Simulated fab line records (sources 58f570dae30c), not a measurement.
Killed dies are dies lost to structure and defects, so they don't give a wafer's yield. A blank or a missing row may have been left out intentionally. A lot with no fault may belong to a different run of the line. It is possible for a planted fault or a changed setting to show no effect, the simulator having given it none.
A struck lot beside a sound one -- flow berkeleyCmos170 -- 14 steps out of a route of 331
Sound: these wafers, L283.1, L283.2, L283.5. Struck: wafers L290.2, L290.4, L290.5. The cause is named last.
At each step with rows: each side's tool, then ch and its chambers, then its first start. Under that, the readings that differ: sound wafers -- struck wafers -- difference of the means -- sigmas: that difference in standard deviations of wafers without a fault.
alike: words and numbers the same on both sides, and readings whose means are apart by under 2 such deviations; not compared: readings that were withheld, readings missing a value for some wafer, numbers with overlapping values and no deviation given by the record, and bounds like >300 which may hide the same value.
The two part at a step that has a row with sigmas, a row that says differs or no value, or rows on one side only. Non-overlapping numbers with no deviation appear without sigmas and do not part them. Lack of a reading on every wafer of one side parts them only where that side has two or more wafers.

first, 1 step without rows for these wafers: UCB170_M2_PRE_CLEAN_00 (preclean etch time 60 s).
UCB170_M2_SPUTTER_01: material Al, target thk 900 nm, time 120 s.
  sound on pvdSputter-03 at day 9 20:38; struck on pvdSputter-03 at day 11 15:27
  alike: throttleValvePct
UCB170_M2_RS_MEAS_02: measurement is done with a four-point probe.
  sound on filmMetro-03 at day 9 20:43; struck on filmMetro-02 at day 11 15:34
reading,sound,struck,difference,sigmas
M2_AL_RS (ohm/sq),0.03291 0.03268 0.03279,0.03246 0.03199 0.03164,-0.00076,-3
UCB170_M2_THK_MEAS_03: measures by xrf.
  sound on filmMetro-03 at day 9 20:50; struck on filmMetro-02 at day 11 15:40
  alike: M2_AL_THK
then, 3 steps without rows for these wafers: UCB170_M2_HMDS_04 (prime time 60 s); UCB170_M2_COAT_05 (resist thk 900 nm); UCB170_M2_SOFTBAKE_06 (time 60 s).
UCB170_M2_STRIP_07: strips in O2.
  sound on plasmaAsher-04 ch 0,1, day 9 21:36; struck on plasmaAsher-01 ch 0, day 11 16:10
  alike: drypumpMotorCurrentA, oesProductAu, stripTimeToEndpointS
  not compared: rfHoursCounterH
then, 4 steps without rows for these wafers: UCB170_M2_STRIP_08 (strips KrF in DMSO, time 600 s); UCB170_M2_COAT_09; UCB170_M2_COAT_10 (resist thk 900 nm); UCB170_M2_SOFTBAKE_11 (time 60 s).
UCB170_M2_EXPOSE_12: exposes mask METAL2, target cd 700 nm.
  struck on krfScanner-01, day 11 17:11; sound on krfScanner-01 ch 0, day 9 23:11
  no value came back on the struck wafers for exposureDoseMJCm2, focusOffsetNm (nm); on the sound wafers exposureDoseMJCm2 reads 25.94 25.92 25.95
  alike: mask
following that, these wafers have no rows for 1 step: UCB170_M2_PEB_13.

WHERE THEY PART
Last at UCB170_M2_EXPOSE_12 as far as this record goes, first at UCB170_M2_RS_MEAS_02.

WHY: what had been put in by the simulator
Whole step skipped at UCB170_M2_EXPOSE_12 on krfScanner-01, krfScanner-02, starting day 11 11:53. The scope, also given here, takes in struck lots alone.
